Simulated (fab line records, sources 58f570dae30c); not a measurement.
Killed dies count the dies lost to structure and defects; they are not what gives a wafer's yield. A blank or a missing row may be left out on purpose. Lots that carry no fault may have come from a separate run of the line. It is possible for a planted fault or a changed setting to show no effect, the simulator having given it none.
Which tool was responsible? + flow berkeley-cmos170 + Sampling: 14 lots, 42 wafers, 5 of 331 route steps

WHAT EACH GAUGE READ, for each wafer
UCB170_SACOX_THK_MEAS_02.
| lot  | measured     | on            | SACOX_OXIDE_THK (nm) |
|------|--------------|---------------|----------------------|
| L265 | day 5 21:03  | film-metro-04 | 14.50 14.22 14.53    |
| L264 | day 5 21:06  | film-metro-01 | 14.13 14.10 14.02    |
| L266 | day 6 06:29  | film-metro-01 | 14.33 14.35 14.32    |
| L267 | day 6 21:15  | film-metro-04 | 14.54 14.47 14.38    |
| L268 | day 6 21:15  | film-metro-02 | 14.31 14.24 14.25    |
| L272 | day 7 18:58  | film-metro-01 | 14.28 14.44 14.20    |
| L271 | day 7 18:59  | film-metro-02 | 14.16 14.36 14.17    |
| L275 | day 8 06:25  | film-metro-01 | 14.76 14.96 14.99    |
| L276 | day 8 19:31  | film-metro-01 | 14.46 14.08 14.36    |
| L277 | day 9 02:49  | film-metro-02 | 14.44 14.62 14.18    |
| L281 | day 9 02:53  | film-metro-04 | 14.35 14.33 14.47    |
| L279 | day 9 02:54  | film-metro-02 | 14.79 14.61 14.63    |
| L282 | day 9 22:59  | film-metro-04 | 14.07 14.18 14.03    |
| L286 | day 10 12:07 | film-metro-02 | 14.37 14.32 14.30    |

UCB170_GATE_CD_MEAS_12 targets a cd of 350 nm.
| lot  | measured     | on        | cd-nm (nm)        |
|------|--------------|-----------|-------------------|
| L265 | day 7 08:44  | cd-sem-01 | 349.8 349.7 350.0 |
| L264 | day 7 08:27  | cd-sem-01 | 349.2 350.3 350.3 |
| L266 | day 7 21:36  | cd-sem-02 | 350.1 352.7 349.9 |
| L267 | day 8 09:53  | cd-sem-01 | 350.1 349.9 350.2 |
| L268 | day 8 09:36  | cd-sem-01 | 348.3 349.2 349.4 |
| L272 | day 8 22:28  | cd-sem-01 | 347.1 348.2 349.5 |
| L271 | day 8 22:38  | cd-sem-01 | 350.5 351.5 351.9 |
| L275 | day 9 08:55  | cd-sem-02 | 352.5 350.3 352.9 |
| L276 | day 9 23:03  | cd-sem-01 | 350.9 350.1 351.7 |
| L277 | day 10 03:44 | cd-sem-02 | 350.3 350.6 348.9 |
| L281 | day 10 03:53 | cd-sem-02 | 348.2 349.3 350.6 |
| L279 | day 10 04:02 | cd-sem-02 | 340.6 342.9 341.5 |
| L282 | day 11 05:01 | cd-sem-02 | 341.8 342.4 342.7 |
| L286 | day 11 19:32 | cd-sem-01 | 350.9 350.0 350.1 |

UCB170_PLDD_CD_MEAS_06 targets a cd of 1200 nm.
| lot  | measured     | on        | cd-nm (nm)           |
|------|--------------|-----------|----------------------|
| L265 | day 7 10:52  | cd-sem-01 | 1202.6 1202.9 1200.9 |
| L264 | day 7 10:43  | cd-sem-02 | 1201.3 1201.8 1200.9 |
| L266 | day 7 23:05  | cd-sem-02 | 1200.5 1201.7 1201.6 |
| L267 | day 8 11:30  | cd-sem-01 | 1201.5 1202.1 1200.2 |
| L268 | day 8 11:05  | cd-sem-02 | 1197.6 1198.2 1198.2 |
| L272 | day 9 00:39  | cd-sem-02 | 1199.5 1200.7 1200.9 |
| L271 | day 9 00:44  | cd-sem-01 | 1198.8 1200.5 1199.2 |
| L275 | day 9 10:52  | cd-sem-01 | 1201.3 1201.4 1201.3 |
| L276 | day 10 01:02 | cd-sem-01 | 1200.6 1198.6 1201.7 |
| L277 | day 10 05:57 | cd-sem-01 | 1199.9 1199.7 1199.9 |
| L281 | day 10 06:46 | cd-sem-02 | 1199.8 1199.6 1199.3 |
| L279 | day 10 06:32 | cd-sem-02 | 1199.0 1199.5 1198.6 |
| L282 | day 11 07:11 | cd-sem-02 | 1203.5 1202.6 1202.9 |
| L286 | day 11 21:10 | cd-sem-02 | 1197.6 1197.7 1198.3 |

WHAT TOOL EACH LOT RAN ON (gives the tool, then ch and the chambers of the sampled wafers, and finally the start)
| lot  | UCB170_GATE_PEB_10                | UCB170_GATE_STRIP_16                 |
|------|-----------------------------------|--------------------------------------|
| L265 | litho-track-01 ch 0, day 7 08:28  | plasma-asher-03 ch 0,1, day 7 08:58  |
| L264 | litho-track-01 ch 0, day 7 08:10  | plasma-asher-04 ch 0,1, day 7 08:42  |
| L266 | litho-track-01 ch 0, day 7 21:20  | plasma-asher-01 ch 0,1, day 7 21:51  |
| L267 | litho-track-02 ch 0, day 8 09:36  | plasma-asher-03 ch 1, day 8 10:08    |
| L268 | litho-track-02 ch 0, day 8 09:20  | plasma-asher-04 ch 0,1, day 8 09:51  |
| L272 | litho-track-01 ch 0, day 8 22:12  | plasma-asher-03 ch 0,1, day 8 22:43  |
| L271 | litho-track-02 ch 0, day 8 22:22  | plasma-asher-01 ch 0,1, day 8 22:52  |
| L275 | litho-track-02 ch 0, day 9 08:35  | plasma-asher-03 ch 0,1, day 9 09:09  |
| L276 | litho-track-02 ch 0, day 9 22:47  | plasma-asher-04 ch 0,1, day 9 23:16  |
| L277 | litho-track-03 ch 0, day 10 03:23 | plasma-asher-04 ch 0,1, day 10 03:59 |
| L281 | litho-track-01 ch 0, day 10 03:37 | plasma-asher-03 ch 0,1, day 10 04:07 |
| L279 | litho-track-02 ch 0, day 10 03:44 | plasma-asher-01 ch 0,1, day 10 04:16 |
| L282 | litho-track-02 ch 0, day 11 04:44 | plasma-asher-04 ch 0,1, day 11 05:16 |
| L286 | litho-track-01 ch 0, day 11 19:16 | plasma-asher-01 ch 0,1, day 11 19:47 |
- UCB170_GATE_PEB_10
- UCB170_GATE_STRIP_16: strips in O2.

AS READ BY THE TOOLS THEMSELVES (means over the sampled wafers that have a number; for cases with no such wafer, the mark the record gives instead)
UCB170_GATE_PEB_10.
| lot  | tool           | resist-line-temp-C (C) |
|------|----------------|------------------------|
| L265 | litho-track-01 | 22.83                  |
| L264 | litho-track-01 | 22.88                  |
| L266 | litho-track-01 | 22.98                  |
| L267 | litho-track-02 | 22.96                  |
| L268 | litho-track-02 | 22.95                  |
| L272 | litho-track-01 | 23.01                  |
| L271 | litho-track-02 | 22.95                  |
| L275 | litho-track-02 | 22.90                  |
| L276 | litho-track-02 | 22.94                  |
| L277 | litho-track-03 | 23.04                  |
| L281 | litho-track-01 | 23.13                  |
| L279 | litho-track-02 | 22.87                  |
| L282 | litho-track-02 | 23.07                  |
| L286 | litho-track-01 | 22.93                  |

UCB170_GATE_STRIP_16.
| lot  | tool            | drypump-motor-current-A (A) | oes-product-au (a.u.) |
|------|-----------------|-----------------------------|-----------------------|
| L265 | plasma-asher-03 | 5.2                         | 0.723                 |
| L264 | plasma-asher-04 | 5.8                         | 0.728                 |
| L266 | plasma-asher-01 | 5.4                         | 0.721                 |
| L267 | plasma-asher-03 | 5.0                         | 0.723                 |
| L268 | plasma-asher-04 | 5.8                         | 0.725                 |
| L272 | plasma-asher-03 | 5.5                         | 0.719                 |
| L271 | plasma-asher-01 | 5.3                         | 0.725                 |
| L275 | plasma-asher-03 | 5.5                         | 0.729                 |
| L276 | plasma-asher-04 | 5.7                         | 0.719                 |
| L277 | plasma-asher-04 | 5.8                         | 0.726                 |
| L281 | plasma-asher-03 | 5.5                         | 0.729                 |
| L279 | plasma-asher-01 | 5.4                         | 0.722                 |
| L282 | plasma-asher-04 | 5.8                         | 0.729                 |
| L286 | plasma-asher-01 | 5.8                         | 0.728                 |

THE ANSWER, worked out from the rows above alone
Rule: usual is defined by the lots themselves. The widest of any qualifying gaps counts: lots, ordered by their means at a reading, are off when they make up no more than a third of the lots, leave a main group of 4 or more, and stand apart from it by 3 or more times the standard deviation of that group's means. The tables above print the reading to a certain number of digits; a main group whose means all agree to those digits is not used. Also off: a lot with no number at a reading for which 4 or more lots have one. Where the step has rows for the other lots, those lots are counted as sound. Order of review: gauges by route order, followed by the tools' own readings, for which a lot's mean as printed above is used. At the first step where some lot is off, the reading lying furthest off is the one used; lots without a number count as furthest.
Off at UCB170_GATE_CD_MEAS_12 (cd-nm): L279, L282. Main group: mean 350.1 nm, sd 0.97.
A tool fits if, at a process step before that reading, it ran every lot that is off, and no sound lot after the first of them. Gauges at UCB170_GATE_CD_MEAS_12: tried the same way as those tools. Can't be told from this: 2 tools fit, litho-track-02 at UCB170_GATE_PEB_10, cd-sem-02 at UCB170_GATE_CD_MEAS_12.

WHAT THE SIMULATOR HAD INSERTED
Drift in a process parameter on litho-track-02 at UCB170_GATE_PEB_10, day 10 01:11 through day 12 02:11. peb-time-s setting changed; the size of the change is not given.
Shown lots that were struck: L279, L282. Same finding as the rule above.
